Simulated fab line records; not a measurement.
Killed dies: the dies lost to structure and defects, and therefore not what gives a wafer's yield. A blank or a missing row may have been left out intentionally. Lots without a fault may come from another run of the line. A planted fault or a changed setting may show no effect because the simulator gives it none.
Split-lot study	flow berkeleyCmos170	route with 331 steps; 5 lots, 23 wafers read

## THE SPLIT
At UCB170_ACTIVE_COAT_08 (resist thk 900 nm), the setting spinRpm was moved away from the recipe's 1500 rpm on 11 of the 23 wafers read, by -6.2% to +5.7%. All remaining wafers had this setting at the recipe value.

## FROM THE SPLIT TO THE READING: what the file shows between them, 2 steps
- UCB170_ACTIVE_SOFTBAKE_09: time 60 s
- UCB170_ACTIVE_EXPOSE_10: exposes mask ACTIVE, target cd 1200 nm

## THE READING
KrF_of_ACTIVE_COAT_08.thkNm (the simulator's own value, which no gauge read), in nm, at UCB170_ACTIVE_ETCH_15 (etches Si3N4 in CH3F/Ar/O2, stops on SiO2, target depth 242 nm, time 151 s). The file gives no usual value for it. The 12 wafers here that ran the recipe average 726.4 nm, standard deviation 2.3 nm.

wafer	tool, chamber at the split	spinRpm as run, rpm	against the recipe	KrF_of_ACTIVE_COAT_08.thkNm, nm	against lot-mates on the recipe
L076.1	lithoTrack-03, 0	1500	recipe	727.2	-
L076.4	lithoTrack-03, 0	1500	recipe	728.7	-
L076.6	lithoTrack-03, 0	1500	recipe	729.4	-
L075.1	lithoTrack-04, 0	1586	+5.7%	703.2	-20.9
L075.2	lithoTrack-04, 0	1500	recipe	724	-
L075.3	lithoTrack-04, 0	1586	+5.7%	698.8	-25.4
L075.4	lithoTrack-04, 0	1500	recipe	724.3	-
L075.5	lithoTrack-04, 0	1586	+5.7%	698.5	-25.6
L077.1	lithoTrack-04, 0	1500	recipe	724.6	-
L077.2	lithoTrack-04, 0	1463	-2.5%	736.6	+9.5
L077.3	lithoTrack-04, 0	1500	recipe	730.9	-
L077.5	lithoTrack-04, 0	1463	-2.5%	739.5	+12.4
L077.6	lithoTrack-04, 0	1500	recipe	725.8	-
L081.1	lithoTrack-04, 0	1566	+4.4%	705.8	-20.1
L081.2	lithoTrack-04, 0	1500	recipe	725.7	-
L081.3	lithoTrack-04, 0	1566	+4.4%	709.3	-16.6
L081.4	lithoTrack-04, 0	1566	+4.4%	704.9	-21.0
L081.5	lithoTrack-04, 0	1500	recipe	726.1	-
L083.1	lithoTrack-02, 0	1500	recipe	727.1	-
L083.2	lithoTrack-02, 0	1407	-6.2%	753	+28.0
L083.4	lithoTrack-02, 0	1407	-6.2%	749.6	+24.6
L083.5	lithoTrack-02, 0	1407	-6.2%	754.2	+29.2
L083.6	lithoTrack-02, 0	1500	recipe	723	-

THE FIT
A straight line over all 23 wafers: KrF_of_ACTIVE_COAT_08.thkNm changes by -4.39 nm for each +1% of spinRpm; r = -0.99; the points scatter about the line by 2.3 nm.
The same after taking each lot's own level away (the mean of its wafers on the recipe; 23 wafers): -4.32 nm for each +1%; r = -0.99; scatter 1.9 nm.
According to that fit, moving spinRpm by its largest amount changes the reading by 27 nm.
The lots' own levels span 724.15 to 728.43 nm, that is 1.9 times the standard deviation above.
Hence the lot-to-lot level has little effect on the slope; both slopes agree.
Check: with one of the wafers moved furthest among these (-6.2%) left out of the fit, the line predicts +26.7 nm for it against its lot-mates. It came out at +28 nm against them.

## THE OTHER SPLITS THESE WAFERS WENT THROUGH
These wafers also went through other splits before the reading. Each is held against what the fit with the lots' levels taken away leaves over:
other split on the same wafers	wafers away from the commonest value	r with KrF_of_ACTIVE_COAT_08.thkNm (lot level and that fit taken away)
UCB170_START_OXIDATION_02 oxTimeS	15	-0.04
UCB170_ZERO_STRIP_07 o2FlowSccm	8	+0.03
UCB170_PWELL_COAT_08 resistThkNm	11	-0.02
UCB170_PWELL_EXPOSE_10 doseMj	5	+0.26
UCB170_WELLDRIVE_OXIDATION_01 tempC	15	+0.03

## THE WHOLE CHAIN: every reading that the file lists as answering this split, in the file's order
step	what it does	reading	change (the file's fit)	r (the file's)
UCB170_ACTIVE_COAT_08	resist thk 900 nm	KrF_of_ACTIVE_COAT_08.thkNm (the simulator's own value, which no gauge read)	-4.47 nm for each +1% of the setting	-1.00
UCB170_ACTIVE_ETCH_15	etches Si3N4 in CH3F/Ar/O2, stops on SiO2, target depth 242 nm, time 151 s	KrF_of_ACTIVE_COAT_08.thkNm (the simulator's own value, which no gauge read)	-4.32 nm for each +1% of the setting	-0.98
UCB170_ACTIVE_STRIP_16	strips in O2	stripTimeToEndpointS	withheld for each +1% of the setting, in a fit together with powerW@ACTIVE_STRIP_16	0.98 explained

## FILE'S OWN FIT
KrF_of_ACTIVE_COAT_08.thkNm changes by -4.32 nm for each +1% of spinRpm, r = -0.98.
